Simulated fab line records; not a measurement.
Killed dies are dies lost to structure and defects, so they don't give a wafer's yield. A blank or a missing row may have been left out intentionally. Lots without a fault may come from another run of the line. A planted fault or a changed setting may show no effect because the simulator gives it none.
2 desks looking at one fault :: flow berkeley-cmos170 :: each desk holds nothing but its own numbers, with what lay behind them at the end

## THE TOOL OWNER'S DESK: lpcvd-01
The tool's own readings at UCB170_PWELL_CVD_05 (deposits Si3N4 from SiH2Cl2/NH3, target thk 220 nm, time 3300 s): means of the sampled wafers that have a number, for each lot that ran on this tool. Any lot whose mean is over 4 standard deviations away from the usual mean is out of limits and marked OUT; that distance is given in the brackets.
Columns: A = spike-tc-centre-C at UCB170_PWELL_CVD_05, usual 802.2 C; B = spike-tc-load-C at UCB170_PWELL_CVD_05, usual 824.4 C; C = susceptor-temp-C at UCB170_PWELL_CVD_05, usual 800.0 C
lot: L182
first seen here: day 3 04:54
A: 804.6
B: 824.7
C: 800.3

lot: L186
first seen here: day 4 04:23
A: 804.3
B: 823.7
C: 800.1

lot: L193
first seen here: day 5 09:44
A: 813.4 (+7.4) OUT
B: 833.4
C: 808.8 (+26) OUT

lot: L194
first seen here: day 5 09:44
A: 812.8 (+7.1) OUT
B: 833.6 (+4.0) OUT
C: 808.8 (+26) OUT

lot: L205
first seen here: day 8 08:47
A: 801.1
B: 819.8
C: 800.1
Finding of this desk: L193, L194 out of limits; the first was L193 at day 5 09:44, on spike-tc-centre-C at UCB170_PWELL_CVD_05. In limits: L182, L186, L205.

## FROM THE METROLOGY DESK
What the gauges read for every lot (on any tool): the sampled wafers with a number, averaged. Any lot whose mean is over 4 standard deviations away from the usual mean is out of limits and marked OUT; that distance is given in the brackets.
Columns: A = INCOMING_BOW at UCB170_START_BOW_MEAS_00, usual 0 um; B = PWELL_NITRIDE_THK at UCB170_PWELL_THK_MEAS_06, usual 220.5 nm; C = PWELL_TW at UCB170_PWELL_TW_MEAS_17, usual 383; D = ACTIVE_NITRIDE_THK at UCB170_ACTIVE_THK_MEAS_06, usual 220.8 nm
lot: L182
first seen here: day 1 10:02
A: 2
B: 218.2
C: 379
D: 222.4

lot: L184
first seen here: day 1 20:00
A: -1
B: 221.2
C: 379
D: 220.6

lot: L185
first seen here: day 2 01:00
A: 0
B: 219.8
C: 384
D: 218.3

lot: L186
first seen here: day 2 06:00
A: 5
B: 219.8
C: 384
D: 222.3

lot: L193
first seen here: day 3 17:01
A: -0
B: 258.1 (+22) OUT
C: 387
D: 220.4

lot: L194
first seen here: day 3 22:02
A: -1
B: 258.6 (+22) OUT
C: 387
D: 220.6

lot: L196
first seen here: day 4 08:04
A: -5
B: 221.3
C: 378
D: 221.2

lot: L199
first seen here: day 4 23:01
A: -1
B: 220.9
C: 377
D: 222.2

lot: L200
first seen here: day 5 04:01
A: -3
B: 224.6
C: 386
D: 222.8

lot: L201
first seen here: day 5 09:03
A: -5
B: 222.7
C: 386
D: 221.3

lot: L202
first seen here: day 5 14:00
A: -2
B: 219.4
C: 379
D: 220.9

lot: L203
first seen here: day 5 19:01
A: -4
B: 220.5
C: 386
D: 219.4

lot: L204
first seen here: day 6 00:00
A: -2
B: 220.5
C: 386
D: 218.8

lot: L205
first seen here: day 6 05:00
A: 3
B: 220.8
C: 385
D: 220.3
This desk finds L193, L194 out of limits, with the earliest case on L193 at day 5 11:41 (PWELL_NITRIDE_THK at UCB170_PWELL_THK_MEAS_06). In limits: L182, L184, L185, L186, L196, L199, L200, L201, L202, L203, L204, L205.

## ALL TOGETHER
The tool owner's desk could have raised an alarm at day 5 09:44, on L193, L194.
At day 5 11:41 the metrology desk could have sounded an alarm, on L193, L194.
UCB170_PWELL_CVD_05 was run on lpcvd-01 by each of the lots named.

## WHAT THE SIMULATOR PUT IN
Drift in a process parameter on lpcvd-01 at UCB170_PWELL_CVD_05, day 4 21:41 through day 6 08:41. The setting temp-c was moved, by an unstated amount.
Struck lots among those shown: L193, L194.
Counting hours from when the fault started, the first reading out of limits came at 12 for the tool owner's desk and at 14 for the metrology desk.
